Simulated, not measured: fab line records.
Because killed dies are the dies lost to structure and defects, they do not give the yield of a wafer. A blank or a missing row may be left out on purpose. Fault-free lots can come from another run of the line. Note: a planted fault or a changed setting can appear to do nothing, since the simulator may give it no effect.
Lot-split experiment -- flow berkeleyCmos170 -- 5 lots, 23 wafers read, on a route of 331 steps

THE SPLIT
At UCB170_M2_EXPOSE_12 (exposes mask METAL2, target cd 700 nm), the setting doseMj was moved away from the recipe's 26 on 6 of the 23 wafers read, by -6.6% to +3.7%. For the rest of the wafers, this setting stayed at what the recipe calls for.

FROM THE SPLIT TO THE READING: what the file shows between them, 2 steps
- UCB170_M2_PEB_13
- UCB170_M2_DEVELOP_14: develop time 45 s

THE READING
Shown in nm: cdNm at UCB170_M2_CD_MEAS_15, with target cd 700 nm. Fault-free wafers of this fab line usually give 699.8 nm, standard deviation 1.4 nm.

wafer,"tool, chamber at the split",doseMj as run,against the recipe,"cdNm, nm",against lot-mates on the recipe
L074.1,"krfScanner-01, 0",26,recipe,700.8,-
L074.2,"krfScanner-01, 0",24.28,-6.6%,713.0,+12.5
L074.3,"krfScanner-01, 0",24.28,-6.6%,713.4,+12.9
L074.4,"krfScanner-01, 0",26,recipe,700.3,-
L074.6,"krfScanner-01, 0",24.28,-6.6%,713.5,+13.0
L077.1,"krfScanner-02, 0",26.96,+3.7%,691.3,-6.6
L077.2,"krfScanner-02, 0",26.96,+3.7%,693.3,-4.6
L077.3,"krfScanner-02, 0",26.96,+3.7%,692.7,-5.1
L077.5,"krfScanner-02, 0",26,recipe,697.6,-
L077.6,"krfScanner-02, 0",26,recipe,698.1,-
L083.1,"krfScanner-02, 0",26,recipe,698.7,-
L083.3,"krfScanner-02, 0",26,recipe,698.0,-
L083.4,"krfScanner-02, 0",26,recipe,697.6,-
L083.5,"krfScanner-02, 0",26,recipe,698.1,-
L083.6,"krfScanner-02, 0",26,recipe,697.5,-
L085.1,"krfScanner-01, 0",26,recipe,700.1,-
L085.2,"krfScanner-01, 0",26,recipe,699.8,-
L085.3,"krfScanner-01, 0",26,recipe,699.7,-
L085.4,"krfScanner-01, 0",26,recipe,700.1,-
L085.5,"krfScanner-01, 0",26,recipe,700.7,-
L080.1,"krfScanner-01, 0",26,recipe,700.8,-
L080.3,"krfScanner-01, 0",26,recipe,701.7,-
L080.4,"krfScanner-01, 0",26,recipe,699.7,-

THE FIT
A straight line over all 23 wafers: cdNm changes by -2.05 nm for each +1% of doseMj; r = -0.98; the points scatter about the line by 1.2 nm.
The same after taking each lot's own level away (the mean of its wafers on the recipe; 23 wafers): -1.8 nm for each +1%; r = -0.99; scatter 0.72 nm.
That fit puts the effect of the largest move of doseMj on the reading at 12 nm.
Measured against the standard deviation above, the lots' own levels, which go from 697.85 to 700.73 nm, span 2.1 times it.
So the lot-to-lot level changes the slope: the two fits differ.
Check: +12.1 nm against its lot-mates is what the line predicts for one of the wafers moved furthest among these (-6.6%) when that wafer is left out of the fit. It came out at +12.5 nm against them.

OTHER SPLITS APPLIED TO THESE WAFERS
Note: prior to the reading, these wafers also went through further splits. Each is held against what the fit with the lots' levels taken away leaves over:
other split on the same wafers,wafers away from the commonest value,r with cdNm (lot level and that fit taken away)
UCB170_CONTACT_PEB_13 pebTempC,5,+0.25
UCB170_M1_COAT_04 resistThkNm,11,-0.28

THE WHOLE CHAIN: every reading that the file lists as answering this split, in the file's order
step,what it does,reading,change (the file's fit),r (the file's)
UCB170_M2_CD_MEAS_15,target cd 700 nm,cdNm,-1.82 nm for each +1% of the setting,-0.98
UCB170_M2_ETCH_17,etches BARC in N2/H2,"M2.cdNm (the simulator's own value, which no gauge read)",-1.77 nm for each +1% of the setting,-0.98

FILE'S OWN FIT
cdNm changes by -1.82 nm for each +1% of doseMj, r = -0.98.
